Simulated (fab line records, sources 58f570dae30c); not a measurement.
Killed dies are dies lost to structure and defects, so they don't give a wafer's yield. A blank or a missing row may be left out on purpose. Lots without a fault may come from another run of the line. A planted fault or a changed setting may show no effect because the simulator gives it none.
Tool commonality check | flow berkeley_cmos170 | 13 lots, 45 wafers sampled

WHY IT WAS OPENED
At UCB170_SPACER_THK_MEAS_01 the reading SPACER_TEOS_THK is flagged on 2 of 13 lots. Wafers without a fault read 378 nm, standard deviation 4.9.
Rule: a lot is flagged when every wafer of it that has a number lies more than 4 standard deviations from that mean, or none has a number. The other lots count as sound.

lot  | measured     | on            | SPACER_TEOS_THK (nm), wafer by wafer | flag
L168 | day 6 17:41  | film_metro-01 | 379 375 388                          |
L167 | day 6 17:56  | film_metro-03 | 373 374 375                          |
L172 | day 7 00:40  | film_metro-03 | 370 370 369                          |
L175 | day 8 01:56  | film_metro-01 | 274 279 277 274 279 277              | FLAGGED
L176 | day 8 10:49  | film_metro-03 | 286 284 287 287 284 287              | FLAGGED
L181 | day 9 11:20  | film_metro-01 | 377 385 383                          |
L182 | day 9 17:29  | film_metro-03 | 373 382 382                          |
L184 | day 9 22:48  | film_metro-03 | 371 374 383                          |
L186 | day 10 03:32 | film_metro-03 | 385 385 385                          |
L187 | day 10 18:07 | film_metro-03 | 376 376 387                          |
L189 | day 10 23:30 | film_metro-03 | 377 382 385                          |
L188 | day 10 23:48 | film_metro-01 | 378 379 380                          |
L190 | day 11 00:13 | film_metro-04 | 373 375 382                          |
The numbers of the flagged lots are 281 nm on average: -97 nm against the usual, or -20 standard deviations.

WHICH TOOL RAN EACH LOT
The record holds 1 process step before the reading, out of a route of 331 steps. In each cell: the tool, then ch and the chambers that the sampled wafers went through, then the start.
lot  | flag    | UCB170_SPACER_CVD_00
L168 |         | pecvd-02 ch 0,1,2, day 6 17:38
L167 |         | pecvd-04 ch 1,2, day 6 17:53
L172 |         | pecvd-02 ch 0,2, day 7 00:37
L175 | FLAGGED | pecvd-02 ch 0,1,2, day 8 01:53
L176 | FLAGGED | pecvd-02 ch 0,1, day 8 10:46
L181 |         | pecvd-04 ch 0,1, day 9 11:16
L182 |         | pecvd-01 ch 0,1, day 9 17:27
L184 |         | pecvd-04 ch 1,2, day 9 22:44
L186 |         | pecvd-01 ch 0,1,2, day 10 03:29
L187 |         | pecvd-04 ch 1,2, day 10 18:04
L189 |         | pecvd-01 ch 0,1, day 10 23:28
L188 |         | pecvd-02 ch 0,1, day 10 23:44
L190 |         | pecvd-04 ch 0,1,2, day 11 00:10
What these steps do:
- UCB170_SPACER_CVD_00: deposits SiO2 from TEOS/O2, target thk 376 nm, time 47 s.
- UCB170_SPACER_THK_MEAS_01

FLAGGED OVER TOTAL, TOOL BY TOOL (the gauges that took the reading come last)
step                      | tool          | lots run | flagged | share of the flagged lots | sound lots run after its first flagged lot
UCB170_SPACER_CVD_00      | pecvd-01      | 3        | 0       | none                      | -
UCB170_SPACER_CVD_00      | pecvd-02      | 5        | 2       | all                       | 1 (L188)
UCB170_SPACER_CVD_00      | pecvd-04      | 5        | 0       | none                      | -
UCB170_SPACER_THK_MEAS_01 | film_metro-01 | 4        | 1       | some                      | 2 (L181,L188)
UCB170_SPACER_THK_MEAS_01 | film_metro-03 | 8        | 1       | some                      | 5 (L182,L184,L186,L187,L189)
UCB170_SPACER_THK_MEAS_01 | film_metro-04 | 1        | 0       | none                      | -

WHAT THE TABLE ALLOWS
1 row of the table ran every flagged lot: pecvd-02 at UCB170_SPACER_CVD_00.
- pecvd-02 at UCB170_SPACER_CVD_00: 2 of its 5 lots flagged. Sound lots ran on it after the first flagged one (L188), which a lasting fault on the whole tool wouldn't allow.
No row of the table ran every flagged lot and no sound lot after the first.

WHAT THE SIMULATOR HAD PUT IN
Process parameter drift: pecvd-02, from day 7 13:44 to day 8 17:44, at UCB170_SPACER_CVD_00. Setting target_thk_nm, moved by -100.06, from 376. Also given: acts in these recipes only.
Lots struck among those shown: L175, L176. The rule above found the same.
